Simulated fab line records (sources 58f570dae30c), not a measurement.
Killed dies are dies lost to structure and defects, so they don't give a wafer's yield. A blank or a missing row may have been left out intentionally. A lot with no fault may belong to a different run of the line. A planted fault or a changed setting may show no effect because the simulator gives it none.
Which tool was responsible? :: flow berkeleyCmos170 :: 7 lots, 21 wafers sampled, at 1 step of a route of 331

## WHAT EACH GAUGE READ, for each wafer
UCB170_NWELL_OVL_MEAS_12.
lot: L330
measured: day 2 18:20
on: overlay-02
NWELL_OVL (nm): -8 -11 -8

lot: L334
measured: day 3 11:07
on: overlay-01
NWELL_OVL (nm): 7 2 1

lot: L335
measured: day 3 18:49
on: overlay-02
NWELL_OVL (nm): 2 5 10

lot: L338
measured: day 4 13:02
on: overlay-01
NWELL_OVL (nm): 3 8 6

lot: L344
measured: day 5 19:36
on: overlay-02
NWELL_OVL (nm): 2 1 -7

lot: L348
measured: day 6 09:33
on: overlay-01
NWELL_OVL (nm): 1 4 0

lot: L349
measured: day 6 19:19
on: overlay-01
NWELL_OVL (nm): 7 6 3

## WHAT TOOL EACH LOT RAN ON (gives the tool, then ch and the chambers of the sampled wafers, and finally the start)
There is no process step in the record ahead of these readings.

## THE ANSWER, worked out from the rows above alone
Rule: what is usual is taken from the lots themselves. The widest of any qualifying gaps counts: lots, ordered by their means at a reading, are off when they make up no more than a third of the lots, leave a main group of 4 or more, and stand apart from it by 3 or more times the standard deviation of that group's means. A main group whose means are all the same, to the digits that the tables above print for the reading, isn't used. A lot without any number at a reading at which 4 lots or more have one is off too. Where the step has rows for the other lots, those lots are counted as sound.
None of the lots is off at any reading shown; this tells nothing.

## WHAT WAS PUT IN BY THE SIMULATOR
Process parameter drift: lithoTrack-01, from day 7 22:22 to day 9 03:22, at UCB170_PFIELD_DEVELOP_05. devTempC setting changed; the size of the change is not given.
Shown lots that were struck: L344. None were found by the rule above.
